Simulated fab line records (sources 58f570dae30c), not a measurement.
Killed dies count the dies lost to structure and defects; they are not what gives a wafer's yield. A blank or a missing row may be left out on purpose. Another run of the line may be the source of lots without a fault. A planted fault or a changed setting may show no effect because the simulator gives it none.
One fault through the eyes of 2 desks ; flow berkeley_cmos170 ; every desk sees just its own numbers, and what lay behind them comes last

THE TOOL OWNER'S DESK: lpcvd-01
The tool's own readings at UCB170_ACTIVE_CVD_05 (deposits Si3N4 from SiH2Cl2/NH3, target thk 220 nm, time 3300 s): means of the sampled wafers that have a number, for each lot that ran on this tool. Marked OUT: a lot whose mean sits more than 4 standard deviations from the usual mean, which makes it out of limits; the brackets give that distance.
Columns: A = nh3_flow_sccm at UCB170_ACTIVE_CVD_05, usual 75.02 sccm; B = spike_tc_load_C at UCB170_ACTIVE_CVD_05, usual 825.6 C
lot;first seen here;A;B
L288;day 5 15:37;75.12;827.1
L289;day 5 15:37;74.92;826.7
L291;day 6 08:26;75.22;826.0
L295;day 7 02:29;75.02;827.7
L296;day 7 02:29;75.00;826.1
L307;day 9 12:37;75.21;827.0
L308;day 9 12:37;75.06;824.8
This desk's verdict: no lot among the 7 shows anything out of limits.

METROLOGY DESK
What the gauges read, lot by lot, whatever tool the lot ran on: means of the sampled wafers that have a number. Marked OUT: a lot whose mean sits more than 4 standard deviations from the usual mean, which makes it out of limits; the brackets give that distance.
Columns: A = ACTIVE_NITRIDE_THK at UCB170_ACTIVE_THK_MEAS_06, usual 220.0 nm
lot;first seen here;A
L285;day 4 15:55;222.6
L286;day 5 05:50;218.9
L288;day 5 17:32;220.2
L289;day 5 17:32;223.7
L291;day 6 10:22;222.6
L296;day 7 04:25;220.3
L295;day 7 04:28;222.5
L298;day 7 17:32;218.9
L299;day 7 17:32;222.8
L300;day 7 17:36;220.7
L302;day 8 09:58;215.6
L308;day 9 15:30;219.8
L307;day 9 15:35;273.0 (+23) OUT
This desk reports L307 out of limits; the earliest was L307 at day 9 15:35 (ACTIVE_NITRIDE_THK at UCB170_ACTIVE_THK_MEAS_06). In limits: L285, L286, L288, L289, L291, L296, L295, L298, L299, L300, L302, L308.

TAKEN TOGETHER
The metrology desk could have raised an alarm at day 9 15:35, on L307.
Nothing out of limits was seen by the tool owner's desk.
On record at the tool owner's desk: L307, within its limits.
The lots listed all ran UCB170_ACTIVE_CVD_05 on lpcvd-01.

WHAT THE SIMULATOR HAD PUT IN
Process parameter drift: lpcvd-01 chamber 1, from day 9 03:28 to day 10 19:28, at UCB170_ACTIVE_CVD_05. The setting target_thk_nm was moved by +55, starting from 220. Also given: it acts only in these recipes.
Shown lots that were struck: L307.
Time in hours between the start of the fault and the first out-of-limits reading at each desk: metrology desk, 12.
